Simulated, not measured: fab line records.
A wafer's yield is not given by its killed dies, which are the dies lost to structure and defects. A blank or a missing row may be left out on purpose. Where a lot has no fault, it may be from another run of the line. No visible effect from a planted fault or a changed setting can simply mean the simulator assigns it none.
fab line records	flow rit_cmos
record lots=15	wafers=45	last_day=8
route steps=202 shown ACTIVE@15 NWELL@51 REOX@101 M1@194
lots that met no fault: taken from a fault-free run of the same line
start_h: hours from the record's opening day to when the first of the lot's shown wafers began	wait_h: time in hours since the lot's previous step	" unchanged from the row above	L1.1+2: a row that stands for several wafers	- no value, or no start given	* or withheld: withheld	< > ~ a bound
route shown NAME@n: names a module that has steps shown in the file, with the first one's number in the route	usual: the fault-free wafers' mean and standard deviation	same: alike in all rows	chamber/n: place in a boat	sites: per-site readings	_std_site: the values' standard deviation	_edge_site: mean of outer sites minus mean of inner sites	radius_mm: how far each site lies from the wafer's centre	mask NAME#n: copy n	behind: the last tool/chamber to shape the wafer	hold: why the lot went on hold/how many hours it stayed there/how the hold came to an end	device: names the non-switching transistor (n, p or np)	end of line: tests of these same wafers at the route's end	step lacking rows: just its recipe	killed: dies that structure and defects cost at the first sort, which is not the same as the wafer's yield	map: per-die view of a wafer (x killed, . not killed, _ where there is no die)
set.NAME: the setting that was run; set.NAME@STEP: the one run at that earlier step	model.NAME: the simulator's own value behind a step, which no gauge read
route steps across a sampled set of lots; one table per step, one row per wafer
services: when a tool's chamber went out of use (start_h, in hours from the record's first day, below 0 if earlier), for how many hours, and the reason
## steps
# step RIT_ACTIVE_STRIP_14
# recipe chemistry=O2	time_s=180	resist=NOVOLAK	platen_temp_c=withheld	power_w=500	pressure_mtorr=4000	o2_flow_sccm=4000
# usual drypump_motor_current_A=5.76/0.26	o2_flow_sccm=3999/12
lot.wafer	tool	chamber	start_h	wait_h	drypump_motor_current_A	o2_flow_sccm	rf_hours_counter_h
L618.3	plasma_asher-04	0	15.73	0.1	5.43	3992	-
L618.4	"	1	"	"	5.64	3996	-
L618.6	"	1	"	"	5.64	4013	-
L621.1	plasma_asher-02	0	30.03	0.1	6.16	4006	39
L621.3	"	1	"	"	5.91	3986	-
L621.6	"	1	"	"	5.91	3997	-
L622.1	plasma_asher-01	0	34.90	0.1	6.02	3994	38
L622.5	"	0	"	"	6.01	3988	-
L622.6	"	1	"	"	5.54	3984	-
L623.1	plasma_asher-02	0	40.08	0.1	6.17	4006	40
L623.2	"	1	"	"	5.91	3983	40
L623.4	"	1	"	"	5.91	4004	-
L626.3	plasma_asher-04	1	55.03	0.1	5.64	4001	-
L626.4	"	0	"	"	5.46	4010	-
L626.5	"	1	"	"	5.60	3998	-
L627.3	plasma_asher-04	1	61.90	0.1	5.59	4009	-
L627.4	"	0	"	"	5.43	3993	-
L627.6	"	1	"	"	5.58	4012	-
L628.1	plasma_asher-04	1	66.45	0.1	5.66	4014	41
L628.3	"	0	"	"	5.43	3994	-
L628.6	"	0	"	"	5.41	4002	-
L629.2	plasma_asher-04	1	75.83	0.1	5.62	3979	41
L629.3	"	1	"	"	5.60	3987	-
L629.6	"	0	"	"	5.45	4006	-
L631.2	plasma_asher-04	0	79.98	0.1	5.41	3988	42
L631.5	"	1	"	"	5.62	4009	-
L631.6	"	0	"	"	5.41	4011	-
L632.2	plasma_asher-01	0	86.54	0.1	6.03	4001	43
L632.3	"	1	"	"	5.55	3995	-
L632.5	"	1	"	"	5.52	3997	-
L634.2	plasma_asher-02	0	95.40	0.1	6.14	3996	46
L634.4	"	1	"	"	5.91	3979	-
L634.6	"	0	"	"	6.15	3980	-
L635.3	plasma_asher-01	0	101.06	0.1	6.01	3986	-
L635.4	"	1	"	"	5.58	4005	-
L635.5	"	1	"	"	5.55	4008	-
L637.1	plasma_asher-04	1	110.05	0.1	5.60	3971	45
L637.2	"	0	"	"	5.44	4020	45
L637.3	"	0	"	"	5.41	3992	-
L638.1	plasma_asher-04	1	115.10	0.1	5.62	4014	46
L638.2	"	0	"	"	5.43	3983	46
L638.6	"	1	"	"	5.62	4025	-
L641.1	plasma_asher-01	1	130.87	0.1	5.56	3988	1
L641.2	"	0	"	"	5.98	3992	1
L641.6	"	0	"	"	6.00	3984	-
# step RIT_WELLDRIVE_RS_MEAS_01
# recipe thk_meas_gauge=four-point-probe
# usual NWELL_RS=275.7/0.91
lot.wafer	tool	chamber	start_h	wait_h	NWELL_RS[ohm/sq]
L618.3	film_metro-02	-	30.84	0.0	274.0
L618.4	"	-	"	"	273.6
L618.6	"	-	"	"	274.1
L621.1	film_metro-04	-	44.67	0.0	276.4
L621.3	"	-	"	"	276.4
L621.6	"	-	"	"	275.6
L622.1	film_metro-01	-	49.76	0.0	277.2
L622.5	"	-	"	"	277.8
L622.6	"	-	"	"	277.8
L623.1	film_metro-02	-	55.10	0.0	276.2
L623.2	"	-	"	"	276.2
L623.4	"	-	"	"	276.9
L626.3	film_metro-04	-	75.74	0.0	275.0
L626.4	"	-	"	"	274.6
L626.5	"	-	"	"	274.6
L628.1	film_metro-02	-	82.15	0.0	275.2
L628.3	"	-	"	"	275.0
L628.6	"	-	"	"	275.6
L627.3	film_metro-04	-	82.19	0.0	275.8
L627.4	"	-	"	"	274.8
L627.6	"	-	"	"	274.6
L629.2	film_metro-04	-	88.68	0.0	274.9
L629.3	"	-	"	"	275.0
L629.6	"	-	"	"	275.5
L631.2	film_metro-04	-	95.33	0.0	276.2
L631.5	"	-	"	"	275.9
L631.6	"	-	"	"	277.8
L632.2	film_metro-01	-	102.35	0.0	275.5
L632.3	"	-	"	"	275.3
L632.5	"	-	"	"	275.9
L634.2	film_metro-02	-	109.99	0.0	276.9
L634.4	"	-	"	"	275.7
L634.6	"	-	"	"	275.9
L635.3	film_metro-02	-	116.98	0.0	275.4
L635.4	"	-	"	"	275.9
L635.5	"	-	"	"	275.3
L637.1	film_metro-04	-	124.44	0.0	276.8
L637.2	"	-	"	"	276.1
L637.3	"	-	"	"	276.5
L638.1	film_metro-02	-	131.04	0.0	275.0
L638.2	"	-	"	"	275.4
L638.6	"	-	"	"	275.1
L641.1	film_metro-01	-	149.04	0.0	275.1
L641.2	"	-	"	"	274.8
L641.6	"	-	"	"	275.7
# step RIT_REOX_OXIDATION_03
# recipe temp_c=900	ambient=O2	target_thk_a=252	ox_time_s=5580
# usual zone_power_centre_pct=39.7/2.2	zone_power_load_pct=26.7/0.61	zone_power_source_pct=27.7/1.5
lot.wafer	tool	chamber	start_h	wait_h	zone_power_centre_pct	zone_power_load_pct	zone_power_source_pct
L618.3	furnace-01	0	42.39	1.0	39.1	27.4	27.2
L618.4	"	0	"	"	39.3	26.9	26.5
L618.6	"	0	"	"	38.9	27.4	26.7
L621.1	furnace-04	0	56.41	2.1	37.9	25.9	29.5
L621.3	"	0	"	"	37.2	25.6	30.1
L621.6	"	0	"	"	38.1	26.2	29.8
L622.1	furnace-04	0	68.62	4.4	37.4	26.1	30.0
L622.5	"	0	"	"	37.5	25.9	29.4
L622.6	"	0	"	"	37.8	26.2	29.9
L623.1	furnace-03	0	72.58	2.0	42.9	25.9	26.5
L623.2	"	0	"	"	42.1	26.6	26.5
L623.4	"	0	"	"	43.2	26.1	26.4
L626.3	furnace-03	0	88.13	0.9	42.7	26.5	25.8
L626.4	"	0	"	"	42.9	27.1	26.5
L626.5	"	0	"	"	42.5	26.7	26.5
L628.1	furnace-04	0	95.12	1.0	37.6	26.3	30.5
L628.3	"	0	"	"	38.0	26.2	29.6
L628.6	"	0	"	"	37.8	25.8	29.7
L627.3	furnace-01	0	97.38	0.7	39.2	27.7	27.1
L627.4	"	0	"	"	39.3	27.4	26.5
L627.6	"	0	"	"	38.2	27.5	26.8
L629.2	furnace-04	0	99.01	0.0	37.6	26.4	29.9
L629.3	"	0	"	"	37.2	26.1	29.7
L629.6	"	0	"	"	37.8	25.7	29.4
L631.2	furnace-04	0	108.90	0.0	37.8	26.3	29.9
L631.5	"	0	"	"	37.8	25.7	29.5
L631.6	"	0	"	"	37.4	25.6	29.8
L632.2	furnace-03	0	112.56	0.0	42.6	26.9	26.7
L632.3	"	0	"	"	43.8	26.4	26.6
L632.5	"	0	"	"	41.8	26.9	26.1
L634.2	furnace-01	0	123.40	0.0	38.3	27.7	26.6
L634.4	"	0	"	"	38.5	27.7	26.8
L634.6	"	0	"	"	39.1	27.2	26.7
L635.3	furnace-03	0	129.52	3.3	42.7	26.6	26.4
L635.4	"	0	"	"	42.8	26.2	26.4
L635.5	"	0	"	"	42.3	27.1	26.3
L637.1	furnace-01	0	140.09	1.8	39.0	27.3	26.7
L637.2	"	0	"	"	38.4	27.5	26.8
L637.3	"	0	"	"	38.9	27.0	26.4
L638.1	furnace-03	0	145.64	4.3	42.1	26.7	26.1
L638.2	"	0	"	"	43.3	26.8	26.4
L638.6	"	0	"	"	43.3	26.6	26.6
L641.1	furnace-03	0	161.93	1.2	42.4	26.6	26.4
L641.2	"	0	"	"	42.9	27.0	26.5
L641.6	"	0	"	"	42.9	26.9	26.6
# step RIT_REOX_THK_MEAS_04
# recipe reads=SiO2_of_REOX_OXIDATION_03
# usual REOX_OXIDE_THK=25.0/0.55
lot.wafer	tool	chamber	start_h	wait_h	REOX_OXIDE_THK[nm]
L618.3	film_metro-02	-	44.96	0.0	26.2
L618.4	"	-	"	"	26.4
L618.6	"	-	"	"	26.3
L621.1	film_metro-02	-	58.96	0.0	24.3
L621.3	"	-	"	"	24.3
L621.6	"	-	"	"	24.2
L622.1	film_metro-04	-	71.17	0.0	25.6
L622.5	"	-	"	"	24.8
L622.6	"	-	"	"	25.0
L623.1	film_metro-01	-	75.13	0.0	24.7
L623.2	"	-	"	"	24.6
L623.4	"	-	"	"	24.6
L626.3	film_metro-02	-	90.70	0.0	24.8
L626.4	"	-	"	"	24.8
L626.5	"	-	"	"	25.2
L628.1	film_metro-01	-	97.67	0.0	28.1
L628.3	"	-	"	"	27.8
L628.6	"	-	"	"	28.2
L627.3	film_metro-02	-	99.95	0.0	24.8
L627.4	"	-	"	"	25.2
L627.6	"	-	"	"	24.8
L629.2	film_metro-02	-	101.57	0.0	28.6
L629.3	"	-	"	"	28.5
L629.6	"	-	"	"	28.9
L631.2	film_metro-02	-	111.46	0.0	28.6
L631.5	"	-	"	"	28.5
L631.6	"	-	"	"	28.6
L632.2	film_metro-02	-	115.12	0.0	25.8
L632.3	"	-	"	"	25.5
L632.5	"	-	"	"	25.7
L634.2	film_metro-01	-	125.96	0.0	24.8
L634.4	"	-	"	"	25.3
L634.6	"	-	"	"	25.4
L635.3	film_metro-04	-	132.09	0.0	25.2
L635.4	"	-	"	"	25.2
L635.5	"	-	"	"	25.1
L637.1	film_metro-04	-	142.64	0.0	25.0
L637.2	"	-	"	"	24.9
L637.3	"	-	"	"	25.0
L638.1	film_metro-02	-	148.19	0.0	24.5
L638.2	"	-	"	"	24.4
L638.6	"	-	"	"	24.2
L641.1	film_metro-04	-	164.48	0.0	25.5
L641.2	"	-	"	"	25.4
L641.6	"	-	"	"	25.4
# step RIT_M1_OVL_MEAS_10
# usual M1_OVL=0.2/1.2
lot.wafer	tool	chamber	start_h	wait_h	M1_OVL[nm]
L618.3	overlay-01	-	59.08	0.1	-2.5
L618.4	"	-	"	"	-0.6
L618.6	"	-	"	"	-0.4
L621.1	overlay-02	-	73.43	0.1	0.6
L621.3	"	-	"	"	1.2
L621.6	"	-	"	"	0.5
L622.1	overlay-01	-	86.93	0.1	-2.2
L622.5	"	-	"	"	0.2
L622.6	"	-	"	"	-2.3
L623.1	overlay-01	-	91.97	0.1	0.8
L623.2	"	-	"	"	-0.5
L623.4	"	-	"	"	0.5
L626.3	overlay-02	-	105.72	0.1	2.1
L626.4	"	-	"	"	0.3
L626.5	"	-	"	"	0.3
L628.1	overlay-01	-	112.18	0.1	1.7
L628.3	"	-	"	"	1.5
L628.6	"	-	"	"	1.5
L627.3	overlay-01	-	114.49	0.1	-0.5
L627.4	"	-	"	"	0.1
L627.6	"	-	"	"	0.8
L629.2	overlay-01	-	116.07	0.1	-1.2
L629.3	"	-	"	"	-1.7
L629.6	"	-	"	"	-1.5
L631.2	overlay-01	-	125.47	0.1	-0.3
L631.5	"	-	"	"	0.0
L631.6	"	-	"	"	0.7
L632.2	overlay-01	-	129.18	0.1	0.2
L632.3	"	-	"	"	-1.1
L632.5	"	-	"	"	1.2
L634.2	overlay-02	-	139.54	0.1	2.0
L634.4	"	-	"	"	2.4
L634.6	"	-	"	"	1.6
L635.3	overlay-02	-	146.02	0.1	-0.1
L635.4	"	-	"	"	-0.2
L635.5	"	-	"	"	3.1
L637.1	overlay-02	-	156.81	0.1	1.0
L637.2	"	-	"	"	0.8
L637.3	"	-	"	"	0.0
L638.1	overlay-01	-	162.28	0.1	0.1
L638.2	"	-	"	"	1.2
L638.6	"	-	"	"	0.2
L641.1	overlay-02	-	179.51	0.1	0.5
L641.2	"	-	"	"	1.8
L641.6	"	-	"	"	1.2
# step RIT_M1_PROBE_99
# usual killed_at_M0_to_M3=0.0/0.12	killed_at_contacts=0.1/0.32	killed_at_front_end=6/3.1	killed_dies=7/3.2	killed_open=3.1/1.9	killed_short=3.5/2.2
# same gross_dies=264	killed_at_M4_up=0	killed_at_back_side=0	killed_at_other=0
lot.wafer	tool	chamber	start_h	wait_h	killed_at_M0_to_M3	killed_at_contacts	killed_at_front_end	killed_dies	killed_open	killed_short
L632.2	prober-02	-	131.76	0.1	0	0	10	10	1	9
L632.3	prober-02	-	131.81	0.2	0	0	1	1	1	0
L632.5	prober-02	-	131.91	0.2	0	0	4	4	2	2
L634.2	prober-02	-	142.30	0.1	0	0	9	9	4	5
L634.4	prober-02	-	142.40	0.2	0	0	4	4	3	1
L634.6	prober-02	-	142.50	0.2	0	1	4	5	1	4
L635.3	prober-01	-	148.64	0.2	0	0	11	11	5	6
L635.4	prober-01	-	148.69	0.2	0	0	5	5	1	4
L635.5	prober-01	-	148.74	0.2	0	0	9	9	2	7
# killed by level:class
L632.2 REOX:geometric_particle:short=4 GATE:geometric_particle:short=3 FOX1:geometric_particle:short=1 FOX2:geometric_particle:open=1 SILICIDE:geometric_particle:short=1
L632.3 REOX:geometric_particle:open=1
L632.5 GATE:geometric_particle:short=2 SPACER:geometric_particle:open=1 SILICIDE:geometric_particle:open=1
L634.2 GATE:geometric_particle:short=4 SILICIDE:geometric_particle:open=2 FOX1:geometric_particle:open=1 SPACER:geometric_particle:open=1 SILICIDE:geometric_particle:short=1
L634.4 FOX1:geometric_particle:short=1 FOX2:geometric_particle:open=1 GATE:geometric_particle:open=1 SILICIDE:geometric_particle:open=1
L634.6 FOX2:geometric_particle:short=2 GATE:geometric_particle:open=1 CONTACT:geometric_particle:short=1 STARTING-WAFER:geometric_particle:short=1
L635.3 GATE:geometric_particle:open=3 GATE:geometric_particle:short=3 FOX1:geometric_particle:short=1 FOX2:geometric_particle:open=1 FOX2:geometric_particle:short=1 SPACER:geometric_particle:open=1 SILICIDE:geometric_particle:short=1
L635.4 GATE:geometric_particle:short=2 FOX1:geometric_particle:short=1 FOX2:geometric_particle:open=1 SILICIDE:geometric_particle:short=1
L635.5 GATE:geometric_particle:short=4 SILICIDE:geometric_particle:short=2 FOX2:geometric_particle:short=1 GATE:geometric_particle:open=1 SILICIDE:geometric_particle:open=1
## services
tool	chamber	start_h	hours	kind
furnace-01	-	12.30	3.6	pm
furnace-03	-	21.02	3.6	pm
furnace-01	-	27.24	2.7	pm
plasma_asher-01	-	43.43	1.2	repair
plasma_asher-04	-	49.04	2.8	pm
plasma_asher-04	-	85.90	2.0	repair
plasma_asher-04	-	89.52	2.1	repair
plasma_asher-01	-	108.75	9.0	pm
plasma_asher-01	0	108.75	9.0	vent_cycle
plasma_asher-01	1	108.75	9.0	vent_cycle
plasma_asher-01	0	117.75	-	clean
plasma_asher-01	1	117.75	-	clean
furnace-04	-	124.44	4.2	pm
furnace-04	-	136.92	18.3	pm
## key
first_sign step=RIT_REOX_THK_MEAS_04	reading=REOX_OXIDE_THK	direction=up	sigmas=6.1	usual=25.0	struck=28.4
effect none on later readings
met_at RIT_REOX_OXIDATION_03
struck_lots L628,L629,L631
tester_left_out L628,L629,L631
not_acting_at RIT_ACTIVE_STRIP_14,RIT_WELLDRIVE_RS_MEAS_01,RIT_M1_OVL_MEAS_10
onset_between 68.62 95.12
fault kind=process_parameter_drift	tool=furnace-04	chamber=-	onset_h=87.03	steps=RIT_REOX_OXIDATION_03	channel=ox_time_s	offset=*	shape=step	end_h=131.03	acts_in=*	stated=*
# tester_left_out: of these lots the tester's yield and bins aren't shown, on N5 and GAA mostly nor the transistor test; their killed dies are dies lost to structure and defects alone, not to doping, threshold or leakage, so they don't give the yield
